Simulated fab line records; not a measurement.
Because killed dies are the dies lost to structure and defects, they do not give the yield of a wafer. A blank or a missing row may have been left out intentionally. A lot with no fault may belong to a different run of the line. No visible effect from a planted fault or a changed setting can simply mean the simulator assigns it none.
Split-lot experiment || flow rit cmos || 23 wafers read from 5 lots, route of 202 steps

== ON THE SPLIT ==
At RIT_NSD_COAT_01 (resist thk 1000 nm), the setting spin rpm was moved away from the recipe's 3250 rpm on 7 of the 23 wafers read, by +4.1% to +7.2%. All remaining wafers had this setting at the recipe value.

== FROM THE SPLIT TO THE READING: what the file shows between them, 3 steps ==
- RIT_NSD_SOFTBAKE_02: time 60 s
- RIT_NSD_EXPOSE_03: exposes mask M9, target cd 40700 nm
- RIT_NSD_DEVELOP_05: develop time 50 s

== THE READING ==
NOVOLAK_of_NSD_COAT_01.thk nm (the simulator's own value, which no gauge read), in nm, at RIT_NSD_HARDBAKE_07 (time 60 s). The file does not state a usual value for it. The 16 wafers here that ran the recipe average 884.9 nm, standard deviation 2.8 nm.

{"wafer": "L074.1", "tool, chamber at the split": "litho track-04, 0", "spin rpm as run, rpm": 3250, "against the recipe": "recipe", "NOVOLAK_of_NSD_COAT_01.thk nm, nm": 889.9, "against lot-mates on the recipe": "-"}
{"wafer": "L074.2", "tool, chamber at the split": "litho track-04, 0", "spin rpm as run, rpm": 3250, "against the recipe": "recipe", "NOVOLAK_of_NSD_COAT_01.thk nm, nm": 888.2, "against lot-mates on the recipe": "-"}
{"wafer": "L074.4", "tool, chamber at the split": "litho track-04, 0", "spin rpm as run, rpm": 3250, "against the recipe": "recipe", "NOVOLAK_of_NSD_COAT_01.thk nm, nm": 885, "against lot-mates on the recipe": "-"}
{"wafer": "L074.5", "tool, chamber at the split": "litho track-04, 0", "spin rpm as run, rpm": 3250, "against the recipe": "recipe", "NOVOLAK_of_NSD_COAT_01.thk nm, nm": 886.3, "against lot-mates on the recipe": "-"}
{"wafer": "L074.6", "tool, chamber at the split": "litho track-04, 0", "spin rpm as run, rpm": 3250, "against the recipe": "recipe", "NOVOLAK_of_NSD_COAT_01.thk nm, nm": 887.7, "against lot-mates on the recipe": "-"}
{"wafer": "L076.1", "tool, chamber at the split": "litho track-02, 0", "spin rpm as run, rpm": 3250, "against the recipe": "recipe", "NOVOLAK_of_NSD_COAT_01.thk nm, nm": 881.4, "against lot-mates on the recipe": "-"}
{"wafer": "L076.2", "tool, chamber at the split": "litho track-02, 0", "spin rpm as run, rpm": 3250, "against the recipe": "recipe", "NOVOLAK_of_NSD_COAT_01.thk nm, nm": 883.5, "against lot-mates on the recipe": "-"}
{"wafer": "L076.3", "tool, chamber at the split": "litho track-02, 0", "spin rpm as run, rpm": 3484, "against the recipe": "+7.2%", "NOVOLAK_of_NSD_COAT_01.thk nm, nm": 852.6, "against lot-mates on the recipe": -30.0}
{"wafer": "L076.4", "tool, chamber at the split": "litho track-02, 0", "spin rpm as run, rpm": 3484, "against the recipe": "+7.2%", "NOVOLAK_of_NSD_COAT_01.thk nm, nm": 851.1, "against lot-mates on the recipe": -31.5}
{"wafer": "L076.6", "tool, chamber at the split": "litho track-02, 0", "spin rpm as run, rpm": 3250, "against the recipe": "recipe", "NOVOLAK_of_NSD_COAT_01.thk nm, nm": 882.8, "against lot-mates on the recipe": "-"}
{"wafer": "L079.1", "tool, chamber at the split": "litho track-02, 0", "spin rpm as run, rpm": 3250, "against the recipe": "recipe", "NOVOLAK_of_NSD_COAT_01.thk nm, nm": 883.8, "against lot-mates on the recipe": "-"}
{"wafer": "L079.2", "tool, chamber at the split": "litho track-02, 0", "spin rpm as run, rpm": 3250, "against the recipe": "recipe", "NOVOLAK_of_NSD_COAT_01.thk nm, nm": 882.9, "against lot-mates on the recipe": "-"}
{"wafer": "L079.3", "tool, chamber at the split": "litho track-02, 0", "spin rpm as run, rpm": 3250, "against the recipe": "recipe", "NOVOLAK_of_NSD_COAT_01.thk nm, nm": 881.1, "against lot-mates on the recipe": "-"}
{"wafer": "L084.1", "tool, chamber at the split": "litho track-03, 0", "spin rpm as run, rpm": 3435, "against the recipe": "+5.7%", "NOVOLAK_of_NSD_COAT_01.thk nm, nm": 860.6, "against lot-mates on the recipe": -20.9}
{"wafer": "L084.2", "tool, chamber at the split": "litho track-03, 0", "spin rpm as run, rpm": 3435, "against the recipe": "+5.7%", "NOVOLAK_of_NSD_COAT_01.thk nm, nm": 859.5, "against lot-mates on the recipe": -22.0}
{"wafer": "L084.3", "tool, chamber at the split": "litho track-03, 0", "spin rpm as run, rpm": 3250, "against the recipe": "recipe", "NOVOLAK_of_NSD_COAT_01.thk nm, nm": 882.3, "against lot-mates on the recipe": "-"}
{"wafer": "L084.4", "tool, chamber at the split": "litho track-03, 0", "spin rpm as run, rpm": 3250, "against the recipe": "recipe", "NOVOLAK_of_NSD_COAT_01.thk nm, nm": 880.8, "against lot-mates on the recipe": "-"}
{"wafer": "L084.6", "tool, chamber at the split": "litho track-03, 0", "spin rpm as run, rpm": 3435, "against the recipe": "+5.7%", "NOVOLAK_of_NSD_COAT_01.thk nm, nm": 859.3, "against lot-mates on the recipe": -22.2}
{"wafer": "L085.2", "tool, chamber at the split": "litho track-03, 0", "spin rpm as run, rpm": 3383, "against the recipe": "+4.1%", "NOVOLAK_of_NSD_COAT_01.thk nm, nm": 869.7, "against lot-mates on the recipe": -17.8}
{"wafer": "L085.3", "tool, chamber at the split": "litho track-03, 0", "spin rpm as run, rpm": 3250, "against the recipe": "recipe", "NOVOLAK_of_NSD_COAT_01.thk nm, nm": 886.8, "against lot-mates on the recipe": "-"}
{"wafer": "L085.4", "tool, chamber at the split": "litho track-03, 0", "spin rpm as run, rpm": 3383, "against the recipe": "+4.1%", "NOVOLAK_of_NSD_COAT_01.thk nm, nm": 868.6, "against lot-mates on the recipe": -18.9}
{"wafer": "L085.5", "tool, chamber at the split": "litho track-03, 0", "spin rpm as run, rpm": 3250, "against the recipe": "recipe", "NOVOLAK_of_NSD_COAT_01.thk nm, nm": 888.2, "against lot-mates on the recipe": "-"}
{"wafer": "L085.6", "tool, chamber at the split": "litho track-03, 0", "spin rpm as run, rpm": 3250, "against the recipe": "recipe", "NOVOLAK_of_NSD_COAT_01.thk nm, nm": 887.4, "against lot-mates on the recipe": "-"}

FIT RESULTS
A straight line over all 23 wafers: NOVOLAK_of_NSD_COAT_01.thk nm changes by -4.43 nm for each +1% of spin rpm; r = -0.98; the points scatter about the line by 2.6 nm.
The same after taking each lot's own level away (the mean of its wafers on the recipe; 23 wafers): -4.11 nm for each +1%; r = -0.99; scatter 1.4 nm.
That fit puts the effect of the largest move of spin rpm on the reading at 30 nm.
From 881.55 to 887.47 nm: that is the span of the lots' own levels, equal to 2.1 times the standard deviation above.
The two slopes are in agreement: the lot-to-lot level therefore moves the slope only a little.
Check: for one of the wafers moved furthest among these (+7.2%), held out of the fit, the line's prediction against its lot-mates is -29.5 nm. Against them it came out at -30 nm.

== OTHER SPLITS ON THESE WAFERS ==
These wafers also went through other splits before the reading. Each is held against what the fit with the lots' levels taken away leaves over:
{"other split on the same wafers": "RIT_SPACER_CVD_03 time s", "wafers away from the commonest value": 10, "r with NOVOLAK_of_NSD_COAT_01.thk nm (lot level and that fit taken away)": -0.39}

== THE WHOLE CHAIN: every reading that the file lists as answering this split, in the file's order ==
{"step": "RIT_NSD_COAT_01", "what it does": "resist thk 1000 nm", "reading": "NOVOLAK_of_NSD_COAT_01.thk nm (the simulator's own value, which no gauge read)", "change (the file's fit)": "-4.76 nm for each +1% of the setting", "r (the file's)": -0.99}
{"step": "RIT_NSD_HARDBAKE_07", "what it does": "time 60 s", "reading": "NOVOLAK_of_NSD_COAT_01.thk nm (the simulator's own value, which no gauge read)", "change (the file's fit)": "-4.16 nm for each +1% of the setting", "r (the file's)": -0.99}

== THE FILE'S OWN FIT ==
NOVOLAK_of_NSD_COAT_01.thk nm changes by -4.16 nm for each +1% of spin rpm, r = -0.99.
